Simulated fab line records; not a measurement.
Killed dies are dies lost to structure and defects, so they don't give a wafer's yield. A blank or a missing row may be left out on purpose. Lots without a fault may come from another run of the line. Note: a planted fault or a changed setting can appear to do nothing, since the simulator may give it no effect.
8D (eight disciplines) problem report, filled in by code :: flow berkeley_cmos170 :: the parts of the form that need people (team, actions taken, sign-off) are left out

## 1. THE PROBLEM
NWELL_TW at UCB170_NWELL_TW_MEAS_16 reads a mean of 1025 on 6 wafers of 2 lots; wafers without a fault read 1257 with a standard deviation of 19. Relative to the usual mean, that is a shift of -12 standard deviations.
First observed at day 5 14:33: wafer L111.2, on film_metro-01. The record holds 42 wafers of 14 lots with a number at this step. The rule behind "out" and "out of limits": a value lying over 4 standard deviations away from the usual mean. The rest of the wafers with a number are treated as sound.

## 2. WHAT IT IS, AND WHAT IT ISN'T
question: which readings at this step
is: NWELL_TW
is not: -

question: which lots
is: L111, L112
is not: L100, L101, L102, L105, L110, L115, L117, L995, L996, L997, L998, L999

question: which wafers of those lots
is: all that have a number
is not: -

question: read on which gauges
is: film_metro-01
is not: film_metro-02, film_metro-04

question: when
is: from day 5 14:33
is not: up to then (30 sound wafers); but 6 sound wafers of L115, L117 came after

## 3. WHAT RULES OUT EACH SUSPECT
Counting: a tool stays on the suspect list if, at a process step up to the reading, it processed all lots that are out and no sound lot following the first of them.
- ruled out: the gauge at UCB170_NWELL_TW_MEAS_16. All the wafers that are out were read on film_metro-01, but those of them that UCB170_NWELL_IMPLANT_14 has rows for are out there too, on other tools.
- implanter-01 at UCB170_NWELL_IMPLANT_14: kept. It ran every lot that is out, first L111 (day 5 14:19), and no sound lot after that; its last sound lot up to then is L110 (day 5 10:19). On those wafers its own readings are out: dose_ions_cm2, faraday_current_uA.
Remaining after the count: implanter-01 at UCB170_NWELL_IMPLANT_14.

## 4. THE CAUSE (what the simulator had put in)
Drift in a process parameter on implanter-01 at UCB170_NWELL_IMPLANT_14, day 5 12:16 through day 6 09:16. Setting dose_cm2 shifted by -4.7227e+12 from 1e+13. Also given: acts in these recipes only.
Only this tool survived the counting.

## 5. SEQUENCE OF EFFECTS, ordered by route
One row per reading whose mean, taken over the struck wafers that have a number, lies over 3 standard deviations from the usual. Only readings for which the record gives a usual standard deviation are gone through. hours: the time from each lot's start at the first step in this table that gives one to its start at this step, as a median over the lots. sigmas: the change in usual standard deviations.
hours: 0
step: UCB170_NWELL_IMPLANT_14
reading: dose_ions_cm2
usual: 1.0001e+13
on struck wafers: 5.2803e+12
change: -4.7207e+12
sigmas: -99 or more

hours: 0
step: UCB170_NWELL_IMPLANT_14
reading: faraday_current_uA
usual: 31.7
on struck wafers: 16.9
change: -14.8
sigmas: -22

hours: 0
step: UCB170_NWELL_TW_MEAS_16
reading: NWELL_TW
usual: 1257
on struck wafers: 1025
change: -232
sigmas: -12
The process steps in it:
- UCB170_NWELL_IMPLANT_14
Later steps that measure or inspect, where all struck wafers having a row at the step show a number for every such reading and not one has moved that far: UCB170_NVT_OVL_MEAS_06, UCB170_NLDD_OVL_MEAS_07.

## 6. HOW IT WOULD HAVE BEEN CAUGHT EARLIER
In this record the first reading out of limits at a measuring or inspecting step was taken at day 5 14:33, 2 hours after the fault began at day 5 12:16.
Tool's own readings at UCB170_NWELL_IMPLANT_14, dose_ions_cm2, faraday_current_uA: out on all struck wafers the step has rows for; an alarm limit on them would have tripped on the first.
L112, from the lots that are out (2), started UCB170_NWELL_IMPLANT_14 on implanter-01 later than day 5 14:33. Had the tool been put on hold then, it would have been spared.
